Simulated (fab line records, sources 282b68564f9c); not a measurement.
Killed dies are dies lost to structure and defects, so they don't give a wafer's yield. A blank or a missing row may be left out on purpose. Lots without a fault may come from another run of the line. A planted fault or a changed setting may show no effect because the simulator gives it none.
Chamber matching | flow rit_cmos | RIT_GATE_ETCH_19 on rie_si-02: 4 sister chambers
The step etches poly-Si in SF6/CHF3/O2, stops on SiO2, time 165 s, target depth 312.5 nm. 8 wafers are shown with their chamber, then 8 later ones without.

WAFERS WITH THEIR CHAMBER
wafer  | chamber | drypump_motor_current_A (A) | throttle_valve_pct (%)
L573.2 | 3       | 5.9                         | 10.22
L573.4 | 2       | 6.4                         | 10.22
L582.3 | 1       | 5.8                         | 10.38
L582.5 | 1       | 5.8                         | 10.37
L584.3 | 2       | 6.4                         | 10.23
L584.5 | 3       | 5.9                         | 10.23
L584.6 | 0       | 5.8                         | 10.18
L586.3 | 0       | 5.9                         | 10.18

WAFERS WITHOUT THEIR CHAMBER
wafer  | drypump_motor_current_A (A) | throttle_valve_pct (%)
L586.4 | 5.8                         | 10.18
L586.6 | 6.4                         | 10.23
L588.1 | 5.9                         | 10.24
L588.2 | 5.9                         | 10.18
L588.3 | 6.4                         | 10.22
L590.1 | 6.4                         | 10.24
L590.2 | 5.8                         | 10.17
L590.6 | 5.8                         | 10.39

WHICH CHAMBER EACH WENT THROUGH
wafer  | from the rows above | in truth
L586.4 | 0                   | 0
L586.6 | 2                   | 2
L588.1 | 3                   | 3
L588.2 | 0                   | 0
L588.3 | 2                   | 2
L590.1 | 2                   | 2
L590.2 | 0                   | 0
L590.6 | 1                   | 1
Placed correctly: 8 of 8. Can't be placed from these rows: 0. Placed wrongly: 0.
How it was worked out, from the rows above alone: a wafer's distance from a chamber is the root of the sum, over the readings, of the square of ((its reading less the chamber's mean) divided by the reading's scatter). The wafer belongs to the nearest chamber; if the next one is less than 2 further off, it can't be placed. A chamber's mean is the mean of its shown wafers. The scatter: the root of (the sum of the squares of (reading less its chamber's mean) over the shown wafers, divided by (wafers less chambers)).
